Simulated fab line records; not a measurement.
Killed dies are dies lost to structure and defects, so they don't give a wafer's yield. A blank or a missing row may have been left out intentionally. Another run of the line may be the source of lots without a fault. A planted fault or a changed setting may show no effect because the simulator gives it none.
Comparing a struck lot with a sound one || flow rit-cmos || 18 out of 202 route steps
Sound: the wafers L471.3, L471.4, L471.5. Wafers struck: L477.2, L477.3, L477.4. At the end, the cause is stated.
For every step that has rows: the tool of each side, followed by ch and its chambers, followed by its first start. Under that, the readings that differ: sound wafers || struck wafers || difference of the means || sigmas: that difference in standard deviations of wafers without a fault.
alike: readings whose means differ by less than 2 such deviations, and words and numbers that are the same on both sides. not compared: withheld readings, readings that some wafer has no value for, bounds like >300 that may hide the same value, and numbers for which the record gives no deviation and whose values overlap.
The two part at a step that has a row with sigmas, a row that says differs or no value, or rows on one side only. Numbers that don't overlap but have no deviation are shown without sigmas and don't part them. Lack of a reading on every wafer of one side parts them only where that side has two or more wafers.

first, 4 steps without rows for these wafers: RIT_PSD_SOFTBAKE_02 (time 60 s); RIT_PSD_EXPOSE_03 (exposes mask M10, target cd 40900 nm); RIT_PSD_PEB_04; RIT_PSD_DEVELOP_05 (develop time 50 s).
RIT_PSD_OVL_MEAS_06:
  struck on overlay-01, day 6 01:34; sound on overlay-01, day 4 17:17
  alike: PSD_OVL
then, 2 steps without rows for these wafers: RIT_PSD_HARDBAKE_07 (time 60 s); RIT_PSD_IMPLANT_08.
RIT_PSD_STRIP_09: strips in O2, time 180 s.
  sound on plasma-asher-01 ch 0,1, day 4 17:40; struck on plasma-asher-04 ch 0,1, day 6 01:53
  alike: drypump-motor-current-A
  not compared: rf-hours-counter-h
RIT_PSD_TW_MEAS_10:
  struck on film-metro-04, day 6 02:05; sound on film-metro-02, day 4 17:48
  alike: PSD_TW
then, 3 steps without rows for these wafers: RIT_SDANNEAL_CLEAN_00 (cleans in SC1, time 600 s); RIT_SDANNEAL_CLEAN_01 (cleans in dHF, time 30 s); RIT_SDANNEAL_CLEAN_02 (cleans in SC2, time 600 s).
RIT_SDANNEAL_RTA_03: time 5 s.
  sound on rtp-anneal-02 ch 0, day 4 18:14; struck on rtp-anneal-02 ch 0, day 6 02:31
{"reading": "wafer_temp_C_max", "sound": "1053.7 1053.4 1052.6", "struck": "1084.6 1085.4 1087.5", "difference": "+32.6", "sigmas": "+30"}
  alike: ramp-down-c-per-s
RIT_SDANNEAL_RS_MEAS_04: measures by four-point-probe.
  struck on film-metro-02, day 6 02:35; sound on film-metro-03, day 4 18:19
{"reading": "PSD_RS (ohm/sq)", "sound": "115.73 116.04 116.46", "struck": "94.24 94.30 94.08", "difference": -21.87, "sigmas": -75}
RIT_SDANNEAL_RS_MEAS_05: measures by four-point-probe.
  struck on film-metro-02, day 6 02:43; sound on film-metro-03, day 4 18:26
{"reading": "NSD_RS (ohm/sq)", "sound": "84.61 84.47 84.39", "struck": "83.85 83.89 83.71", "difference": -0.67, "sigmas": -2}
RIT_SDANNEAL_RS_MEAS_06: measures by four-point-probe.
  struck on film-metro-02, day 6 02:50; sound on film-metro-03, day 4 18:33
{"reading": "PLDD_RS (ohm/sq)", "sound": "179.2 178.9 179.4", "struck": "160.0 160.8 160.2", "difference": -18.8, "sigmas": -39}
RIT_SDANNEAL_RS_MEAS_07: measures by four-point-probe.
  struck on film-metro-02, day 6 02:57; sound on film-metro-03, day 4 18:40
  alike: NLDD_RS
RIT_M1_PROBE_99:
  struck on prober-01, day 6 10:11; sound on prober-01, day 5 01:54
{"reading": "killed_at_M0_to_M3", "sound": "0 0 0", "struck": "0 1 0", "difference": "+0", "sigmas": "+4"}
  alike: killed-at-front-end, killed-dies, killed-open, killed-short

== WHERE THEY PART ==
Last at RIT_M1_PROBE_99 as far as this record goes, first at RIT_SDANNEAL_RTA_03.

WHY: what had been put in by the simulator
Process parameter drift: rtp-anneal-02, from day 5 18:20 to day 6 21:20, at RIT_SDANNEAL_RTA_03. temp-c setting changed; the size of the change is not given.
